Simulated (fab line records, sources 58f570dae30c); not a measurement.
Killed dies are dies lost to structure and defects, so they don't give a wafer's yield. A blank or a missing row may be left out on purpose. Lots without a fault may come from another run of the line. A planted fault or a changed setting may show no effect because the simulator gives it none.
fab line records | flow berkeley_cmos170
record lots=5 wafers=15 last_day=10
route steps=331 shown GATE@143 PLDD@145 NLDD@158 SPACER@171 PSD@175
lots that met no fault: from a run of the same line without faults
start_h: hours from the record's first day to the start of the lot's first wafer shown | wait_h: hours since the lot's step before | " the same as in the row above | L1.1+2: a row that stands for several wafers | - no value, or no start given | * or withheld: withheld | < > ~ a bound
route shown NAME@n: a module of which the file shows steps, and the number in the route of the first | usual: mean/standard deviation of fault-free wafers | same: alike in all rows | chamber/n: place in a boat | sites: the reading at each site | _std_site: their standard deviation | _edge_site: outer sites' mean less inner sites' | radius_mm: how far each site lies from the wafer's centre | mask NAME#n: copy n | behind: the tool/chamber that last shaped the wafer | hold: why the lot was held/for how many hours/how that ended | device: the transistor (n, p or np) that didn't switch | end of line: the same wafers' tests at the end of the route | a step without rows: its recipe alone | killed: dies lost to structure and defects at the first sort, not the wafer's yield | map: a wafer's dies, x killed, . not, _ none there
set.NAME: the setting as run; set.NAME@STEP: as run at that earlier step | model.NAME: the simulator's own value behind a step, which no gauge read
lots at some steps of the route; a table a step, a row a wafer
services: from which hour (start_h, from the record's first day; less than 0 if before it) a tool's chamber was out of use, for how many hours, and why
## steps
# step UCB170_GATE_CD_MEAS_90
# recipe target_cd_nm=350
# usual cd_nm=350.2/1.4
# columns lot.wafer tool chamber start_h wait_h cd_nm
L080.2 cd_sem-01 - 161.28 0.1 352.5
L080.4 " - " " 350.6
L080.6 " - " " 351.5
L083.1 cd_sem-02 - 172.37 0.1 350.0
L083.4 " - " " 352.5
L083.6 " - " " 352.9
L088.2 cd_sem-01 - 194.00 0.1 350.6
L088.3 " - " " 350.5
L088.6 " - " " 350.3
L093.2 cd_sem-01 - 206.57 0.1 349.0
L093.3 " - " " 349.4
L093.5 " - " " 348.9
L091.1 cd_sem-02 - 207.04 0.1 348.8
L091.3 " - " " 350.3
L091.4 " - " " 348.5
# step UCB170_GATE_CLEAN_17
# recipe chemistry=SPM temp_c=120 time_s=600
# columns lot.wafer tool chamber start_h wait_h
L080.2+4+6 wet_bench-02 2 161.48 0.2
L083.1+4+6 wet_bench-02 0 172.67 0.3
L088.2+3+6 wet_bench-02 3 194.14 0.1
L093.2+3+5 wet_bench-02 0 206.70 0.1
L091.1+3+4 wet_bench-02 2 207.30 0.2
# step UCB170_PLDD_HMDS_00
# recipe prime_time_s=60 prime_temp_c=100
# usual chill_plate_temp_C=23.00/0.11 prime_temp_c=100.00/0.13 resist_line_temp_C=22.98/0.11
# columns lot.wafer tool chamber start_h wait_h chill_plate_temp_C prime_temp_c resist_line_temp_C
L080.2 litho_track-03 0 161.75 0.1 22.89 100.18 23.21
L080.4 " 0 " " 22.95 100.06 22.99
L080.6 " 0 " " 22.82 100.23 23.03
L083.1 litho_track-02 0 172.84 0.0 22.82 100.03 22.97
L083.4 " 0 " " 22.78 100.07 22.84
L083.6 " 0 " " 22.91 100.10 22.96
L088.2 litho_track-02 0 194.61 0.3 22.94 99.92 22.82
L088.3 " 0 " " 23.06 99.85 22.96
L088.6 " 0 " " 23.07 100.05 22.97
L093.2 litho_track-03 0 206.92 0.0 22.99 99.85 22.90
L093.3 " 0 " " 22.90 100.04 22.97
L093.5 " 0 " " 22.96 100.18 22.94
L091.1 litho_track-03 0 207.80 0.3 23.01 100.06 22.86
L091.3 " 0 " " 23.05 100.14 23.06
L091.4 " 0 " " 23.18 100.18 23.02
# step UCB170_PLDD_COAT_01
# recipe resist=KrF spin_rpm=1500 resist_thk_nm=900
# usual chill_plate_temp_C=22.99/0.1 resist_line_temp_C=22.99/0.11
# columns lot.wafer tool chamber start_h wait_h chill_plate_temp_C resist_line_temp_C
L080.2 litho_track-03 0 161.90 0.1 23.02 22.98
L080.4 " 0 " " 22.99 22.83
L080.6 " 0 " " 23.05 22.94
L083.1 litho_track-02 0 172.99 0.1 22.89 23.09
L083.4 " 0 " " 23.02 23.15
L083.6 " 0 " " 22.81 23.08
L088.2 litho_track-02 0 194.76 0.1 22.91 23.07
L088.3 " 0 " " 22.89 22.98
L088.6 " 0 " " 22.96 22.93
L093.2 litho_track-03 0 207.07 0.1 23.07 22.81
L093.3 " 0 " " 22.95 23.02
L093.5 " 0 " " 23.04 22.85
L091.1 litho_track-03 0 207.95 0.1 23.02 23.05
L091.3 " 0 " " 22.97 23.03
L091.4 " 0 " " 23.13 22.97
# step UCB170_PLDD_SOFTBAKE_02
# recipe resist=KrF temp_c=130 time_s=60
# usual chill_plate_temp_C=23.01/0.11 resist_line_temp_C=23.00/0.12
# columns lot.wafer tool chamber start_h wait_h chill_plate_temp_C resist_line_temp_C
L080.2 litho_track-03 0 162.05 0.1 22.74 22.85
L080.4 " 0 " " 22.99 22.92
L080.6 " 0 " " 23.02 22.98
L083.1 litho_track-02 0 173.14 0.1 23.10 23.10
L083.4 " 0 " " 23.27 22.86
L083.6 " 0 " " 23.12 23.11
L088.2 litho_track-02 0 194.91 0.1 22.99 22.96
L088.3 " 0 " " 23.06 23.18
L088.6 " 0 " " 22.98 23.12
L093.2 litho_track-03 0 207.22 0.1 23.09 23.24
L093.3 " 0 " " 22.80 23.17
L093.5 " 0 " " 22.92 23.09
L091.1 litho_track-03 0 208.10 0.1 23.18 23.01
L091.3 " 0 " " 23.11 22.89
L091.4 " 0 " " 22.97 22.94
# step UCB170_PLDD_EXPOSE_03
# recipe mask_id=PSELECT na=0.5 sigma_outer=0.6 source_shape=conventional target_cd_nm=1200 dose_mj=30
# columns lot.wafer tool chamber start_h wait_h mask
L080.2+4+6 krf_scanner-02 0 162.20 0.1 PSELECT#0
L083.1+4+6 krf_scanner-01 0 173.42 0.2 PSELECT#0
L088.2+3+6 krf_scanner-02 0 195.06 0.1 PSELECT#0
L093.2+3+5 krf_scanner-02 0 207.49 0.2 PSELECT#0
L091.1+3+4 krf_scanner-02 0 208.37 0.2 PSELECT#0
# step UCB170_PLDD_PEB_04
# recipe peb_temp_c=130 peb_time_s=withheld resist=KrF
# usual chill_plate_temp_C=23.01/0.11 resist_line_temp_C=23.01/0.11
# columns lot.wafer tool chamber start_h wait_h chill_plate_temp_C resist_line_temp_C
L080.2 litho_track-02 0 162.41 0.2 22.80 22.89
L080.4 " 0 " " 22.91 22.94
L080.6 " 0 " " 22.92 22.90
L083.1 litho_track-03 0 173.54 0.1 22.74 23.18
L083.4 " 0 " " 22.77 22.96
L083.6 " 0 " " 22.86 22.95
L088.2 litho_track-02 0 196.06 1.0 23.11 22.74
L088.3 " 0 " " 23.09 22.85
L088.6 " 0 " " 23.09 22.90
L093.2 litho_track-02 0 207.96 0.5 23.17 22.91
L093.3 " 0 " " 22.94 23.05
L093.5 " 0 " " 22.83 22.76
L091.1 litho_track-04 0 209.14 0.7 22.94 23.07
L091.3 " 0 " " 22.76 23.04
L091.4 " 0 " " 23.01 23.01
# step UCB170_PLDD_DEVELOP_05
# recipe developer=TMAH develop_time_s=45 resist=KrF dev_temp_c=21
# usual chill_plate_temp_C=23.00/0.11 resist_line_temp_C=22.99/0.099
# columns lot.wafer tool chamber start_h wait_h chill_plate_temp_C resist_line_temp_C
L080.2 litho_track-02 0 - - 23.03 23.08
L080.4 " 0 " " 22.99 23.06
L080.6 " 0 " " 23.13 23.09
L083.1 litho_track-03 0 - - 22.90 23.20
L083.4 " 0 " " 23.01 23.15
L083.6 " 0 " " 23.04 23.24
L088.2 litho_track-02 0 - - 22.92 22.85
L088.3 " 0 " " 23.00 23.02
L088.6 " 0 " " 23.10 22.98
L093.2 litho_track-02 0 - - 22.91 22.92
L093.3 " 0 " " 23.02 22.99
L093.5 " 0 " " 22.98 22.88
L091.1 litho_track-04 0 - - 23.18 23.16
L091.3 " 0 " " 23.04 23.08
L091.4 " 0 " " 23.07 23.18
# step UCB170_PLDD_CD_MEAS_06
# recipe target_cd_nm=1200
# usual cd_nm=1199.9/1.5
# columns lot.wafer tool chamber start_h wait_h cd_nm
L080.2 cd_sem-02 - 162.68 - 1199.1
L080.4 " - " " 1198.9
L080.6 " - " " 1199.6
L083.1 cd_sem-02 - 173.81 - 1199.8
L083.4 " - " " 1200.1
L083.6 " - " " 1199.6
L088.2 cd_sem-02 - 196.33 - 1200.2
L088.3 " - " " 1202.2
L088.6 " - " " 1199.4
L093.2 cd_sem-02 - 208.23 - 1201.2
L093.3 " - " " 1200.3
L093.5 " - " " 1201.0
L091.1 cd_sem-01 - 209.41 - 1199.8
L091.3 " - " " 1202.3
L091.4 " - " " 1200.0
# step UCB170_PLDD_OVL_MEAS_07
# usual PLDD_OVL=-1/4.4
# columns lot.wafer tool chamber start_h wait_h PLDD_OVL[nm]
L080.2 overlay-02 - 162.78 0.1 1
L080.4 " - " " 9
L080.6 " - " " -1
L083.1 overlay-02 - 173.93 0.1 -1
L083.4 " - " " -1
L083.6 " - " " 5
L088.2 overlay-01 - 196.44 0.1 3
L088.3 " - " " 2
L088.6 " - " " -5
L093.2 overlay-01 - 208.34 0.1 -2
L093.3 " - " " -7
L093.5 " - " " -3
L091.1 overlay-02 - 209.53 0.1 -1
L091.3 " - " " -2
L091.4 " - " " 1
# step UCB170_PLDD_IMPLANT_08
# recipe species=BF2 dose_cm2=5e+13 energy_kev=10 tilt_deg=7 rotation_deg=0
# columns lot.wafer tool chamber start_h wait_h
L080.2+4+6 implanter-01 0 162.84 0.0
L083.1+4+6 implanter-01 0 173.97 0.0
L088.2+3+6 implanter-01 0 196.49 0.0
L093.2+3+5 implanter-01 0 208.42 0.1
L091.1+3+4 implanter-04 0 209.57 0.0
# step UCB170_PLDD_IMPLANT_09
# recipe species=BF2 dose_cm2=5e+13 energy_kev=10 tilt_deg=7 rotation_deg=180
# columns lot.wafer tool chamber start_h wait_h
L080.2+4+6 implanter-01 0 162.99 0.1
L083.1+4+6 implanter-01 0 174.12 0.1
L088.2+3+6 implanter-01 0 196.64 0.1
L093.2+3+5 implanter-01 0 208.72 0.2
L091.1+3+4 implanter-04 0 209.72 0.1
# step UCB170_PLDD_STRIP_10
# recipe chemistry=O2 power_w=400 pressure_mtorr=3500 platen_temp_c=withheld o2_flow_sccm=400 overash_fraction=0.5
# usual drypump_motor_current_A=5.9/0.4 o2_flow_sccm=400.0/1.1 oes_product_au=0.735/0.0046 strip_time_to_endpoint_s=21.65/0.068
# columns lot.wafer tool chamber start_h wait_h drypump_motor_current_A o2_flow_sccm oes_product_au rf_hours_counter_h strip_time_to_endpoint_s
L080.2 plasma_asher-04 0 163.11 0.1 6.2 400.0 0.739 47 21.62
L080.4 " 0 " " 6.2 398.1 0.733 - 21.66
L080.6 " 1 " " 5.2 401.2 0.736 - 21.65
L083.1 plasma_asher-04 1 174.27 0.1 5.2 400.0 0.733 49 21.69
L083.4 " 0 " " 6.2 401.2 0.738 - 21.69
L083.6 " 0 " " 6.2 399.2 0.737 - 21.58
L088.2 plasma_asher-04 1 196.77 0.1 5.2 399.8 0.731 52 21.74
L088.3 " 0 " " 6.2 399.5 0.738 - 21.74
L088.6 " 0 " " 6.2 400.4 0.729 - 21.71
L093.2 plasma_asher-04 0 208.97 0.2 6.2 400.5 0.732 53 21.79
L093.3 " 0 " " 6.2 398.6 0.736 - 21.72
L093.5 " 1 " " 5.3 400.4 0.729 - 21.74
L091.1 plasma_asher-03 0 209.87 0.1 6.1 399.8 0.742 11 21.58
L091.3 " 0 " " 6.1 400.2 0.733 - 21.56
L091.4 " 1 " " 6.2 400.4 0.736 - 21.64
# step UCB170_PLDD_TW_MEAS_11
# usual PLDD_TW=1005/9.9
# columns lot.wafer tool chamber start_h wait_h PLDD_TW
L080.2 film_metro-03 - 163.22 0.1 997
L080.4 " - " " 1000
L080.6 " - " " 1000
L083.1 film_metro-04 - 174.37 0.1 1020
L083.4 " - " " 1029
L083.6 " - " " 1025
L088.2 film_metro-04 - 196.88 0.1 1015
L088.3 " - " " 1018
L088.6 " - " " 1022
L093.2 film_metro-02 - 209.08 0.1 1007
L093.3 " - " " 1004
L093.5 " - " " 1003
L091.1 film_metro-03 - 209.97 0.1 995
L091.3 " - " " 999
L091.4 " - " " 995
# step UCB170_PLDD_CLEAN_12
# recipe chemistry=SPM temp_c=120 time_s=600
# columns lot.wafer tool chamber start_h wait_h
L080.2+4+6 wet_bench-01 1 163.47 0.2
L083.1+4+6 wet_bench-02 2 174.43 0.1
L088.2+3+6 wet_bench-02 3 196.93 0.0
L093.2+3+5 wet_bench-02 3 209.13 0.0
L091.1+3+4 wet_bench-03 3 210.03 0.1
# step UCB170_NLDD_HMDS_00
# recipe prime_time_s=60 prime_temp_c=100
# usual chill_plate_temp_C=23.01/0.097 prime_temp_c=99.98/0.14 resist_line_temp_C=22.99/0.1
# columns lot.wafer tool chamber start_h wait_h chill_plate_temp_C prime_temp_c resist_line_temp_C
L080.2 litho_track-03 0 163.67 0.0 23.11 99.67 22.81
L080.4 " 0 " " 23.08 99.63 22.86
L080.6 " 0 " " 22.90 99.67 23.11
L083.1 litho_track-04 0 174.61 0.0 22.85 100.11 23.03
L083.4 " 0 " " 22.89 100.12 22.88
L083.6 " 0 " " 22.99 99.91 23.08
L088.2 litho_track-04 0 197.31 0.2 23.05 99.92 23.04
L088.3 " 0 " " 23.06 99.77 23.04
L088.6 " 0 " " 23.20 99.88 23.00
L093.2 litho_track-04 0 209.44 0.1 22.98 99.87 23.16
L093.3 " 0 " " 22.96 99.87 22.94
L093.5 " 0 " " 23.12 100.09 23.06
L091.1 litho_track-04 0 210.41 0.2 22.96 100.08 22.99
L091.3 " 0 " " 23.05 99.99 22.98
L091.4 " 0 " " 22.90 100.14 23.17
# step UCB170_NLDD_COAT_01
# recipe resist=KrF spin_rpm=1500 resist_thk_nm=900
# usual chill_plate_temp_C=23.02/0.11 resist_line_temp_C=23.00/0.096
# columns lot.wafer tool chamber start_h wait_h chill_plate_temp_C resist_line_temp_C
L080.2 litho_track-03 0 163.82 0.1 23.10 22.83
L080.4 " 0 " " 23.10 22.90
L080.6 " 0 " " 22.98 22.96
L083.1 litho_track-04 0 174.76 0.1 22.99 23.08
L083.4 " 0 " " 23.12 23.14
L083.6 " 0 " " 23.07 22.89
L088.2 litho_track-04 0 197.46 0.1 23.16 23.03
L088.3 " 0 " " 23.13 22.99
L088.6 " 0 " " 23.07 23.06
L093.2 litho_track-04 0 209.59 0.1 22.97 23.04
L093.3 " 0 " " 23.16 22.88
L093.5 " 0 " " 23.04 23.09
L091.1 litho_track-04 0 210.56 0.1 22.95 23.12
L091.3 " 0 " " 23.09 23.16
L091.4 " 0 " " 22.91 23.10
# step UCB170_NLDD_SOFTBAKE_02
# recipe resist=KrF temp_c=130 time_s=60
# usual chill_plate_temp_C=23.00/0.1 resist_line_temp_C=23.00/0.092
# columns lot.wafer tool chamber start_h wait_h chill_plate_temp_C resist_line_temp_C
L080.2 litho_track-03 0 163.97 0.1 23.00 22.97
L080.4 " 0 " " 22.99 23.11
L080.6 " 0 " " 22.97 22.99
L083.1 litho_track-04 0 174.91 0.1 22.95 23.10
L083.4 " 0 " " 22.94 23.01
L083.6 " 0 " " 22.87 23.21
L088.2 litho_track-04 0 197.61 0.1 23.09 22.91
L088.3 " 0 " " 22.91 23.07
L088.6 " 0 " " 22.94 23.01
L093.2 litho_track-04 0 209.74 0.1 22.97 22.93
L093.3 " 0 " " 22.94 22.99
L093.5 " 0 " " 23.07 22.99
L091.1 litho_track-04 0 210.71 0.1 23.07 23.03
L091.3 " 0 " " 22.96 22.93
L091.4 " 0 " " 23.13 22.99
# step UCB170_NLDD_EXPOSE_03
# recipe mask_id=NSELECT na=0.5 sigma_outer=0.6 source_shape=conventional target_cd_nm=1200 dose_mj=30
# columns lot.wafer tool chamber start_h wait_h mask
L080.2+4+6 krf_scanner-01 0 164.24 0.2 NSELECT#0
L083.1+4+6 krf_scanner-01 0 175.06 0.1 NSELECT#0
L088.2+3+6 krf_scanner-02 0 197.88 0.2 NSELECT#0
L093.2+3+5 krf_scanner-01 0 210.01 0.2 NSELECT#0
L091.1+3+4 krf_scanner-02 0 210.99 0.2 NSELECT#0
# step UCB170_NLDD_PEB_04
# recipe peb_temp_c=130 peb_time_s=withheld resist=KrF
# usual chill_plate_temp_C=23.01/0.11 resist_line_temp_C=22.99/0.11
# columns lot.wafer tool chamber start_h wait_h chill_plate_temp_C resist_line_temp_C
L080.2 litho_track-04 0 164.41 0.2 22.92 22.81
L080.4 " 0 " " 23.05 22.92
L080.6 " 0 " " 23.05 22.97
L083.1 litho_track-03 0 175.21 0.1 22.97 23.05
L083.4 " 0 " " 22.99 22.92
L083.6 " 0 " " 23.06 23.10
L088.2 litho_track-01 0 198.38 0.5 23.01 23.06
L088.3 " 0 " " 23.14 23.15
L088.6 " 0 " " 23.01 22.98
L093.2 litho_track-01 0 210.35 0.3 22.96 23.16
L093.3 " 0 " " 23.08 23.03
L093.5 " 0 " " 22.84 23.16
L091.1 litho_track-01 0 211.15 0.1 23.09 23.12
L091.3 " 0 " " 22.90 23.03
L091.4 " 0 " " 22.91 23.03
# step UCB170_NLDD_DEVELOP_05
# recipe developer=TMAH develop_time_s=45 resist=KrF dev_temp_c=21
# usual chill_plate_temp_C=23.01/0.11 resist_line_temp_C=23.02/0.11
# columns lot.wafer tool chamber start_h wait_h chill_plate_temp_C resist_line_temp_C
L080.2 litho_track-04 0 - - 23.02 23.16
L080.4 " 0 " " 23.22 23.08
L080.6 " 0 " " 23.12 22.95
L083.1 litho_track-03 0 - - 23.08 23.10
L083.4 " 0 " " 22.87 23.12
L083.6 " 0 " " 23.05 23.07
L088.2 litho_track-01 0 - - 23.00 23.11
L088.3 " 0 " " 22.88 22.98
L088.6 " 0 " " 22.95 22.99
L093.2 litho_track-01 0 - - 23.01 23.07
L093.3 " 0 " " 22.84 23.18
L093.5 " 0 " " 23.11 22.99
L091.1 litho_track-01 0 - - 23.20 23.00
L091.3 " 0 " " 23.03 23.08
L091.4 " 0 " " 23.05 22.82
# step UCB170_NLDD_CD_MEAS_06
# recipe target_cd_nm=1200
# usual cd_nm=1199.8/1.3
# columns lot.wafer tool chamber start_h wait_h cd_nm
L080.2 cd_sem-02 - 164.68 - 1200.9
L080.4 " - " " 1199.7
L080.6 " - " " 1199.6
L083.1 cd_sem-01 - 175.49 - 1202.4
L083.4 " - " " 1201.4
L083.6 " - " " 1200.9
L088.2 cd_sem-02 - 198.65 - 1198.2
L088.3 " - " " 1199.8
L088.6 " - " " 1198.2
L093.2 cd_sem-01 - 210.62 - 1202.1
L093.3 " - " " 1199.6
L093.5 " - " " 1199.5
L091.1 cd_sem-01 - 211.43 - 1197.3
L091.3 " - " " 1197.7
L091.4 " - " " 1196.5
# step UCB170_NLDD_OVL_MEAS_07
# usual NLDD_OVL=-1/5.8
# columns lot.wafer tool chamber start_h wait_h NLDD_OVL[nm]
L080.2 overlay-02 - 164.79 0.1 2
L080.4 " - " " -2
L080.6 " - " " 4
L083.1 overlay-01 - 175.61 0.1 -10
L083.4 " - " " 1
L083.6 " - " " 1
L088.2 overlay-02 - 198.75 0.1 -6
L088.3 " - " " -5
L088.6 " - " " -3
L093.2 overlay-02 - 210.73 0.1 -6
L093.3 " - " " -3
L093.5 " - " " -9
L091.1 overlay-02 - 211.55 0.1 -2
L091.3 " - " " -3
L091.4 " - " " -10
# step UCB170_NLDD_IMPLANT_08
# recipe species=As dose_cm2=5e+13 energy_kev=30 tilt_deg=7 rotation_deg=0
# columns lot.wafer tool chamber start_h wait_h
L080.2+4+6 implanter-04 0 164.84 0.0
L083.1+4+6 implanter-01 0 175.64 0.0
L088.2+3+6 implanter-04 0 198.81 0.0
L093.2+3+5 implanter-01 0 210.79 0.0
L091.1+3+4 implanter-02 0 211.59 0.0
# step UCB170_NLDD_IMPLANT_09
# recipe species=As dose_cm2=5e+13 energy_kev=30 tilt_deg=7 rotation_deg=180
# columns lot.wafer tool chamber start_h wait_h
L080.2+4+6 implanter-04 0 164.99 0.1
L083.1+4+6 implanter-01 0 175.79 0.1
L088.2+3+6 implanter-04 0 198.96 0.1
L093.2+3+5 implanter-01 0 210.94 0.1
L091.1+3+4 implanter-02 0 211.74 0.1
# step UCB170_NLDD_STRIP_10
# recipe chemistry=O2 power_w=400 pressure_mtorr=3500 platen_temp_c=withheld o2_flow_sccm=400 overash_fraction=0.5
# usual drypump_motor_current_A=6.0/0.36 o2_flow_sccm=400.1/1.1 oes_product_au=0.733/0.005 strip_time_to_endpoint_s=21.65/0.07
# columns lot.wafer tool chamber start_h wait_h drypump_motor_current_A o2_flow_sccm oes_product_au rf_hours_counter_h strip_time_to_endpoint_s
L080.2 plasma_asher-04 1 165.12 0.1 5.2 399.7 0.735 48 21.59
L080.4 " 0 " " 6.2 399.6 0.736 - 21.63
L080.6 " 0 " " 6.2 399.0 0.737 - 21.63
L083.1 plasma_asher-04 0 175.94 0.1 6.1 398.7 0.734 49 21.74
L083.4 " 1 " " 5.3 399.4 0.736 - 21.78
L083.6 " 1 " " 5.2 399.5 0.726 - 21.78
L088.2 plasma_asher-04 0 199.08 0.1 6.2 400.7 0.731 52 21.60
L088.3 " 1 " " 5.2 400.6 0.731 - 21.56
L088.6 " 1 " " 5.2 398.2 0.732 - 21.61
L093.2 plasma_asher-03 1 211.06 0.1 6.3 398.8 0.730 12 21.72
L093.3 " 0 " " 6.1 402.1 0.737 - 21.83
L093.5 " 0 " " 6.1 400.3 0.742 - 21.76
L091.1 plasma_asher-02 0 211.89 0.1 5.5 399.1 0.735 41 21.61
L091.3 " 0 " " 5.5 400.7 0.738 - 21.57
L091.4 " 1 " " 6.2 400.4 0.727 - 21.56
# step UCB170_NLDD_TW_MEAS_11
# usual NLDD_TW=2206/19
# columns lot.wafer tool chamber start_h wait_h NLDD_TW
L080.2 film_metro-02 - 165.23 0.1 2204
L080.4 " - " " 2207
L080.6 " - " " 2198
L083.1 film_metro-04 - 176.04 0.1 2247
L083.4 " - " " 2249
L083.6 " - " " 2243
L088.2 film_metro-04 - 199.19 0.1 2201
L088.3 " - " " 2216
L088.6 " - " " 2217
L093.2 film_metro-02 - 211.17 0.1 2198
L093.3 " - " " 2204
L093.5 " - " " 2206
L091.1 film_metro-02 - 212.07 0.2 2212
L091.3 " - " " 2203
L091.4 " - " " 2203
# step UCB170_NLDD_CLEAN_12
# recipe chemistry=SPM temp_c=120 time_s=600
# columns lot.wafer tool chamber start_h wait_h
L080.2+4+6 wet_bench-01 0 165.28 0.0
L083.1+4+6 wet_bench-02 3 176.10 0.1
L088.2+3+6 wet_bench-02 1 199.24 0.0
L093.2+3+5 wet_bench-02 1 211.22 0.0
L091.1+3+4 wet_bench-02 1 212.15 0.1
# step UCB170_SPACER_CVD_00
# recipe material=SiO2 target_thk_nm=376 temp_c=390 precursor=TEOS/O2 time_s=47 rf_w=550 pressure_mtorr=9000
# usual heater_power_w=249/66 pressure_mtorr=9002/17 susceptor_temp_C=390.00/0.2
# columns lot.wafer tool chamber start_h wait_h heater_power_w pressure_mtorr susceptor_temp_C
L080.2 pecvd-03 1 165.47 0.0 435 8975 389.97
L080.4 " 1 " " 319 9012 389.84
L080.6 " 2 " " 236 9012 389.96
L083.1 pecvd-02 1 176.29 0.0 255 8995 389.99
L083.4 " 2 " " 270 8994 390.00
L083.6 " 0 " " 280 8991 390.07
L088.2 pecvd-02 0 199.43 0.0 234 9005 389.91
L088.3 " 2 " " 234 8989 389.89
L088.6 " 1 " " 199 8981 389.62
L093.2 pecvd-03 0 211.43 0.0 285 8997 390.12
L093.3 " 1 " " 398 8981 389.87
L093.5 " 0 " " 298 9001 390.24
L091.1 pecvd-01 1 212.36 0.0 203 8970 389.99
L091.3 " 0 " " 203 9001 390.29
L091.4 " 2 " " 247 9023 390.03
# step UCB170_SPACER_THK_MEAS_01
# recipe reads=SiO2_of_SPACER_CVD_00
# usual SPACER_TEOS_THK=376/4.8
# columns lot.wafer tool chamber start_h wait_h SPACER_TEOS_THK[nm]
L080.2 film_metro-01 - 165.52 0.0 375
L080.4 " - " " 375
L080.6 " - " " 378
L083.1 film_metro-01 - 176.34 0.0 369
L083.4 " - " " 378
L083.6 " - " " 375
L088.2 film_metro-03 - 199.49 0.0 375
L088.3 " - " " 376
L088.6 " - " " 382
L093.2 film_metro-01 - 211.48 0.0 368
L093.3 " - " " 374
L093.5 " - " " 377
L091.1 film_metro-03 - 212.53 0.1 369
L091.3 " - " " 363
L091.4 " - " " 370
# step UCB170_SPACER_ANNEAL_02
# recipe temp_c=900 time_s=1800 ambient=N2
# usual zone_power_centre_pct=41.9/1.9 zone_power_source_pct=24.4/1.5
# columns lot.wafer tool chamber start_h wait_h zone_power_centre_pct zone_power_source_pct
L080.2 furnace-04 0 166.00 0.5 41.4 23.7
L080.4 " 0 " " 41.4 23.2
L080.6 " 0 " " 40.8 23.6
L083.1 furnace-01 0 177.61 1.3 47.2 28.4
L083.4 " 0 " " 46.2 28.0
L083.6 " 0 " " 47.6 27.9
L088.2 furnace-04 0 200.63 1.1 40.3 23.7
L088.3 " 0 " " 41.6 23.6
L088.6 " 0 " " 40.5 23.5
L091.1 furnace-04 0 214.73 2.2 41.6 23.5
L091.3 " 0 " " 41.6 23.5
L091.4 " 0 " " 41.1 23.8
L093.2 furnace-04 0 214.73 3.2 41.0 23.4
L093.3 " 0 " " 41.0 23.7
L093.5 " 0 " " 41.4 23.9
# step UCB170_SPACER_ETCHBACK_03
# recipe stop_on=Si target=SiO2 chemistry=CHF3/CF4/Ar CHF3_flow_sccm=50 cf4_flow_sccm=10 Ar_flow_sccm=120 pressure_mtorr=200 rf_w=500 target_depth_a=3760 time_s=100
# usual CHF3_flow_sccm=49.98/0.17 drypump_motor_current_A=5.9/0.51 mfc_ar_sccm=120.0/0.35 oes_product_au=0.893/0.015 throttle_valve_pct=6.47/0.054
# columns lot.wafer tool chamber start_h wait_h CHF3_flow_sccm drypump_motor_current_A mfc_ar_sccm oes_product_au rf_hours_counter_h throttle_valve_pct
L080.2 rie_diel-03 2 167.50 0.0 50.39 6.6 120.7 0.904 55 6.45
L080.4 " 1 " " 50.24 6.3 119.7 0.879 - 6.43
L080.6 " 3 " " 49.91 5.7 119.8 0.881 - 6.40
L083.1 rie_diel-01 1 179.11 0.0 50.22 6.1 120.0 0.864 98 6.51
L083.4 " 0 " " 49.90 4.7 119.8 0.896 5 6.58
L083.6 " 2 " " 50.24 5.5 120.3 0.894 - 6.49
L088.2 rie_diel-03 2 202.13 0.0 49.88 6.6 120.9 0.915 56 6.44
L088.3 " 0 " " 50.25 5.6 119.4 0.887 1 6.50
L088.6 " 2 " " 50.14 6.6 120.5 0.919 - 6.44
L091.1 rie_diel-01 2 216.23 0.0 49.95 5.4 119.9 0.887 21 6.49
L091.3 " 0 " " 49.70 4.6 120.1 0.875 7 6.57
L091.4 " 3 " " 49.83 5.5 119.8 0.873 20 6.39
L093.2 rie_diel-03 2 216.23 0.0 50.02 6.5 120.4 0.899 57 6.44
L093.3 " 1 " " 50.08 6.3 120.3 0.883 8 6.44
L093.5 " 2 " " 49.97 6.6 120.4 0.905 - 6.45
# step UCB170_PSD_HMDS_00
# recipe prime_time_s=60 prime_temp_c=100
# usual chill_plate_temp_C=22.99/0.093 prime_temp_c=99.99/0.12 resist_line_temp_C=23.02/0.1
# columns lot.wafer tool chamber start_h wait_h chill_plate_temp_C prime_temp_c resist_line_temp_C
L080.2 litho_track-01 0 168.22 0.7 22.94 99.95 23.04
L080.4 " 0 " " 23.06 100.28 22.81
L080.6 " 0 " " 22.98 99.98 22.85
L083.1 litho_track-02 0 179.18 0.0 22.92 99.93 23.02
L083.4 " 0 " " 22.79 99.91 23.06
L083.6 " 0 " " 22.82 100.02 22.85
L088.2 litho_track-04 0 202.48 0.3 22.91 99.98 23.10
L088.3 " 0 " " 22.94 100.06 22.99
L088.6 " 0 " " 22.93 99.92 23.06
L093.2 litho_track-02 0 216.33 0.1 23.08 99.93 22.84
L093.3 " 0 " " 23.11 99.90 22.92
L093.5 " 0 " " 22.79 99.87 22.73
L091.1 litho_track-04 0 216.56 0.3 22.91 100.02 22.92
L091.3 " 0 " " 23.00 99.95 22.95
L091.4 " 0 " " 23.04 99.98 22.97
# step UCB170_PSD_COAT_01
# recipe resist=KrF spin_rpm=1500 resist_thk_nm=900
# usual chill_plate_temp_C=22.99/0.11 resist_line_temp_C=22.98/0.092
# columns lot.wafer tool chamber start_h wait_h chill_plate_temp_C resist_line_temp_C
L080.2 litho_track-01 0 168.37 0.1 22.87 23.03
L080.4 " 0 " " 22.96 23.09
L080.6 " 0 " " 22.80 23.03
L083.1 litho_track-02 0 179.33 0.1 23.05 22.88
L083.4 " 0 " " 23.12 22.88
L083.6 " 0 " " 23.08 22.77
L088.2 litho_track-04 0 202.63 0.1 23.01 23.09
L088.3 " 0 " " 22.85 23.00
L088.6 " 0 " " 22.92 23.06
L093.2 litho_track-02 0 216.48 0.1 23.13 22.96
L093.3 " 0 " " 23.20 23.03
L093.5 " 0 " " 23.12 22.88
L091.1 litho_track-04 0 216.71 0.1 23.08 23.01
L091.3 " 0 " " 23.02 22.91
L091.4 " 0 " " 22.89 23.02
## services
# columns tool chamber start_h hours kind
pecvd-03 1 143.82 9.7 repair
pecvd-02 - 149.64 2.8 pm
krf_scanner-01 - 150.76 1.3 pm
furnace-04 - 152.56 5.1 pm
krf_scanner-01 - 154.29 4.4 pm
rie_diel-03 0 157.92 - clean
rie_diel-03 0 157.92 17.4 scheduled_down
rie_diel-03 0 157.92 17.4 vent_cycle
implanter-01 - 165.12 2.4 repair
krf_scanner-02 - 176.66 1.3 pm
krf_scanner-01 - 184.15 1.0 pm
implanter-02 - 190.64 6.3 repair
krf_scanner-01 0 198.26 - calibration
rie_diel-03 3 205.41 - clean
rie_diel-03 3 205.41 19.9 scheduled_down
rie_diel-03 3 205.41 19.9 vent_cycle
furnace-04 - 206.97 3.4 pm
pecvd-02 - 208.28 2.4 repair
rie_diel-03 - 209.34 0.6 repair
krf_scanner-02 - 209.86 0.8 pm
implanter-04 - 210.19 31.6 pm
## key
fault none
